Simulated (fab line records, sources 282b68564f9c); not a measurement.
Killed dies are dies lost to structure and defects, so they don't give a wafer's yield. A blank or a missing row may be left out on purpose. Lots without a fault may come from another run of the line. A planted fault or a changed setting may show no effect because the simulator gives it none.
Problem report in the 8D (eight disciplines) form, filled by code | flow rit_cmos | the parts of the form that need people (team, actions taken, sign-off) are left out

1. THE PROBLEM
run_length_s at RIT_FOX2_CLEAN_02 reads a mean of 52.5 s on 6 wafers of 2 lots; wafers without a fault read 206.2 s with a standard deviation of 2.5. That is -61 standard deviations from the usual mean.
The step: cleans in dHF, time 180 s.
First seen on wafer L326.3, day 4 08:39, on wet_bench-02. The record holds 42 wafers of 14 lots with a number at this step. Rule for "out", or "out of limits": more than 4 standard deviations from the usual mean. The other wafers with a number count as sound.

2. WHAT IT IS AND WHAT IT IS NOT
question                    | is                     | is not
which readings at this step | run_length_s           | -
which lots                  | L326, L327             | L314, L315, L316, L317, L318, L319, L328, L330, L331, L333, L334, L337
which wafers of those lots  | all that have a number | -
read on which tools         | wet_bench-02           | wet_bench-03, wet_bench-04
when                        | from day 4 08:39       | up to then (18 sound wafers); but 18 sound wafers of L328, L330, L331, L333, L334, L337 came after

3. SUSPECTS, AND WHAT RULES EACH OUT
Counting: a tool at a process step up to the reading stays a suspect if it ran every lot that is out and no sound lot after the first of them.
- wet_bench-02 at RIT_FOX2_CLEAN_02 (cleans in dHF, time 180 s): kept. It ran every lot that is out, first L326 (day 4 08:39), and no sound lot after that. Its own readings are out on those wafers: run_length_s.
Left after counting: wet_bench-02 at RIT_FOX2_CLEAN_02.

4. THE CAUSE (what the simulator had put in)
Process parameter drift: wet_bench-02, from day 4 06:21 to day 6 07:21, at RIT_FOX2_CLEAN_02. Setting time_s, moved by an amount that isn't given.
Counting left only this tool.

5. THE CHAIN OF EFFECTS, in route order
Each row: a reading whose mean over the struck wafers that have a number lies more than 3 standard deviations from the usual. Only readings for which the record gives a usual standard deviation are gone through. hours: the time from each lot's start at the first step in this table that gives one to its start at this step, as a median over the lots. sigmas: the change in usual standard deviations.
hours | step              | reading      | usual   | on struck wafers | change | sigmas
0     | RIT_FOX2_CLEAN_02 | run_length_s | 206.2 s | 52.5             | -153.6 | -61
The process steps in it:
- RIT_FOX2_CLEAN_02: cleans in dHF, time 180 s.

6. WHAT WOULD HAVE CAUGHT IT SOONER
In this record the first reading out of limits was taken at day 4 08:39, 2 hours after the fault began at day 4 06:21.
